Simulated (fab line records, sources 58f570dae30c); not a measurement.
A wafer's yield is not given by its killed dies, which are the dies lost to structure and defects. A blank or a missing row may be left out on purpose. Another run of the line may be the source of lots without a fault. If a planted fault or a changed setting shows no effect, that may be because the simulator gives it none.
What tool caused it? | flow berkeley-cmos170 | 42 wafers from 14 lots sampled at 5 of the route's 331 steps

== WHAT THE GAUGES READ, wafer by wafer ==
UCB170_NWELL_TW_MEAS_16. Usual: NWELL_TW typically reads 1243, with standard deviation 12.
lot  | measured    | on            | NWELL_TW       | flag
L421 | day 2 11:00 | film-metro-01 | 1235 1232 1231 |
L423 | day 2 19:43 | film-metro-03 | 1250 1256 1248 |
L425 | day 3 00:22 | film-metro-01 | 1238 1234 1235 |
L429 | day 3 21:32 | film-metro-03 | 1236 1246 1237 |
L432 | day 4 15:17 | film-metro-01 | 1375 1371 1375 | OFF
L433 | day 4 19:05 | film-metro-03 | 1395 1388 1391 | OFF
L435 | day 5 03:50 | film-metro-03 | 1251 1239 1241 |
L437 | day 5 15:41 | film-metro-04 | 1262 1255 1260 |
L438 | day 5 21:31 | film-metro-01 | 1224 1235 1224 |
L439 | day 6 01:03 | film-metro-03 | 1245 1248 1251 |
L440 | day 6 06:35 | film-metro-01 | 1239 1239 1244 |
L442 | day 6 18:36 | film-metro-01 | 1245 1248 1243 |
L443 | day 7 02:37 | film-metro-03 | 1243 1244 1240 |
L444 | day 7 04:05 | film-metro-04 | 1251 1251 1253 |

UCB170_PSD_CD_MEAS_06 targets a cd of 1200 nm. Usual: cd-nm at 1200.2 nm, with a standard deviation of 1.7.
lot  | measured     | on        | cd-nm (nm)           | flag
L421 | day 6 13:28  | cd-sem-01 | 1201.7 1200.8 1201.6 |
L423 | day 6 20:34  | cd-sem-02 | 1200.2 1200.5 1199.4 |
L425 | day 7 09:29  | cd-sem-01 | 1199.2 1197.7 1198.6 |
L429 | day 8 10:08  | cd-sem-02 | 1198.4 1198.4 1199.0 |
L432 | day 8 20:40  | cd-sem-02 | 1200.0 1199.8 1199.0 |
L433 | day 8 21:00  | cd-sem-01 | 1201.5 1201.1 1200.5 |
L435 | day 9 14:13  | cd-sem-02 | 1201.6 1201.4 1201.0 |
L437 | day 10 00:11 | cd-sem-02 | 1199.7 1200.3 1199.9 |
L438 | day 10 13:10 | cd-sem-01 | 1198.7 1200.5 1200.3 |
L439 | day 10 13:28 | cd-sem-02 | 1199.1 1199.6 1199.3 |
L440 | day 10 22:23 | cd-sem-02 | 1201.9 1203.5 1204.3 |
L442 | day 11 06:25 | cd-sem-02 | 1200.3 1201.7 1200.5 |
L443 | day 11 18:53 | cd-sem-02 | 1196.8 1197.5 1196.9 |
L444 | day 12 03:52 | cd-sem-02 | 1200.8 1200.1 1201.3 |

UCB170_CONTACT_CD_MEAS_15 targets a cd of 700 nm. Usual: cd-nm at 699.7 nm, with a standard deviation of 1.3.
lot  | measured     | on        | cd-nm (nm)        | flag
L421 | day 7 00:04  | cd-sem-01 | 701.0 700.4 699.8 |
L423 | day 7 07:13  | cd-sem-02 | 700.4 699.4 700.3 |
L425 | day 7 18:32  | cd-sem-01 | 698.8 699.5 699.1 |
L429 | day 8 20:13  | cd-sem-02 | 701.2 702.3 700.8 |
L432 | day 9 04:36  | cd-sem-01 | 698.2 699.0 698.1 |
L433 | day 9 08:04  | cd-sem-02 | 698.0 698.1 699.0 |
L435 | day 10 00:12 | cd-sem-01 | 697.7 697.5 697.8 |
L437 | day 10 11:55 | cd-sem-02 | 700.2 698.4 699.6 |
L438 | day 10 21:17 | cd-sem-02 | 698.0 699.9 699.6 |
L439 | day 10 21:58 | cd-sem-02 | 699.3 700.7 700.4 |
L440 | day 11 07:05 | cd-sem-01 | 699.7 700.8 698.9 |
L442 | day 11 17:41 | cd-sem-01 | 702.3 700.4 701.4 |
L443 | day 12 03:00 | cd-sem-02 | 699.1 698.9 699.4 |
L444 | day 12 17:31 | cd-sem-02 | 702.9 701.8 701.9 |

UCB170_M1_CD_MEAS_09 targets a cd of 700 nm. Usual: cd-nm at 700.3 nm, with a standard deviation of 1.4.
lot  | measured     | on        | cd-nm (nm)        | flag
L421 | day 7 02:16  | cd-sem-01 | 698.5 698.6 698.2 |
L423 | day 7 09:56  | cd-sem-01 | 699.0 699.1 698.5 |
L425 | day 7 20:29  | cd-sem-01 | 701.8 701.0 702.1 |
L429 | day 8 22:10  | cd-sem-01 | 700.8 701.5 701.3 |
L432 | day 9 06:47  | cd-sem-01 | 698.9 699.1 698.3 |
L433 | day 9 10:26  | cd-sem-01 | 701.6 702.8 703.0 |
L435 | day 10 02:37 | cd-sem-02 | 701.1 702.9 702.5 |
L437 | day 10 13:50 | cd-sem-01 | 701.8 701.4 702.5 |
L438 | day 10 23:05 | cd-sem-01 | 701.0 699.9 701.1 |
L439 | day 10 23:59 | cd-sem-02 | 698.8 698.8 699.3 |
L440 | day 11 09:13 | cd-sem-02 | 698.0 700.0 700.2 |
L442 | day 11 19:43 | cd-sem-02 | 701.2 701.3 700.5 |
L443 | day 12 04:59 | cd-sem-01 | 701.0 700.6 701.1 |
L444 | day 12 19:29 | cd-sem-01 | 699.8 699.7 700.1 |

== TOOL THAT RAN EACH LOT (tool first, then ch and the chambers of the sampled wafers, then the start) ==
lot  | UCB170_NWELL_IMPLANT_14
L421 | implanter-04 ch 0, day 2 10:45
L423 | implanter-03 ch 0, day 2 19:28
L425 | implanter-04 ch 0, day 3 00:08
L429 | implanter-02 ch 0, day 3 21:17
L432 | implanter-04 ch 0, day 4 15:02
L433 | implanter-04 ch 0, day 4 18:50
L435 | implanter-03 ch 0, day 5 03:35
L437 | implanter-02 ch 0, day 5 15:26
L438 | implanter-03 ch 0, day 5 21:17
L439 | implanter-03 ch 0, day 6 00:50
L440 | implanter-03 ch 0, day 6 06:20
L442 | implanter-03 ch 0, day 6 18:21
L443 | implanter-02 ch 0, day 7 02:22
L444 | implanter-03 ch 0, day 7 03:52
- UCB170_NWELL_IMPLANT_14

== AS READ BY THE TOOLS THEMSELVES (means over the sampled wafers that have a number; for cases with no such wafer, the mark the record gives instead) ==
UCB170_NWELL_IMPLANT_14. Usual: dose-ions-cm2 1e+13, standard deviation 1.2e+10; faraday-current-uA 31.7, standard deviation 0.65.
lot  | tool         | dose-ions-cm2 | faraday-current-uA | flag
L421 | implanter-04 | 1e+13         | 31.6               |
L423 | implanter-03 | 1e+13         | 31.9               |
L425 | implanter-04 | 1e+13         | 31.5               |
L429 | implanter-02 | 1e+13         | 31.7               |
L432 | implanter-04 | 1e+13         | 45.7               | OFF
L433 | implanter-04 | 1e+13         | 44.7               | OFF
L435 | implanter-03 | 1e+13         | 31.6               |
L437 | implanter-02 | 1e+13         | 32.0               |
L438 | implanter-03 | 1e+13         | 31.8               |
L439 | implanter-03 | 1e+13         | 31.5               |
L440 | implanter-03 | 1e+13         | 31.7               |
L442 | implanter-03 | 1e+13         | 31.8               |
L443 | implanter-02 | 1e+13         | 31.6               |
L444 | implanter-03 | 1e+13         | 31.7               |

== THE ANSWER, worked out from the rows above alone ==
Rule: take the mean of a lot's wafers that have a number; if it is more than 3 standard deviations from the usual mean, the lot is off. Also off: a lot with no number at a reading for which 4 or more lots have one. Any other lot the step has rows for is counted as sound. After the gauges, taken in route order, come the tools' own readings; for these a lot's mean is taken, as printed above. At the first step where some lot is off, the reading lying furthest off is the one used; lots without a number count as furthest.
Off: L432, L433, at UCB170_NWELL_TW_MEAS_16 (NWELL_TW).
If a tool, at a process step before that reading, ran all the lots that are off and no sound lot after the first of them, it fits. The gauges at UCB170_NWELL_TW_MEAS_16 aren't tried: what is off there is off at UCB170_NWELL_IMPLANT_14 too, on other tools, and a gauge's error can't cause that. One candidate fits, namely implanter-04 at UCB170_NWELL_IMPLANT_14. A fault onset in the window from L425 (day 3 00:08, its last sound lot) to L432 (day 4 15:02, its first lot off) fits.
On the lots that are off, the tool's own readings at UCB170_NWELL_IMPLANT_14 differ by more than 5 times the standard deviation of the sound lots' means, which bears it out; faraday-current-uA reads 45.2 there versus 31.7 on the sound lots.

== WHAT WAS PUT IN BY THE SIMULATOR ==
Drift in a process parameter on implanter-04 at UCB170_NWELL_IMPLANT_14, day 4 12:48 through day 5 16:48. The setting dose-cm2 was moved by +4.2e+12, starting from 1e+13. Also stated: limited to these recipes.
Shown lots that were struck: L432, L433. This agrees with what the rule above found.
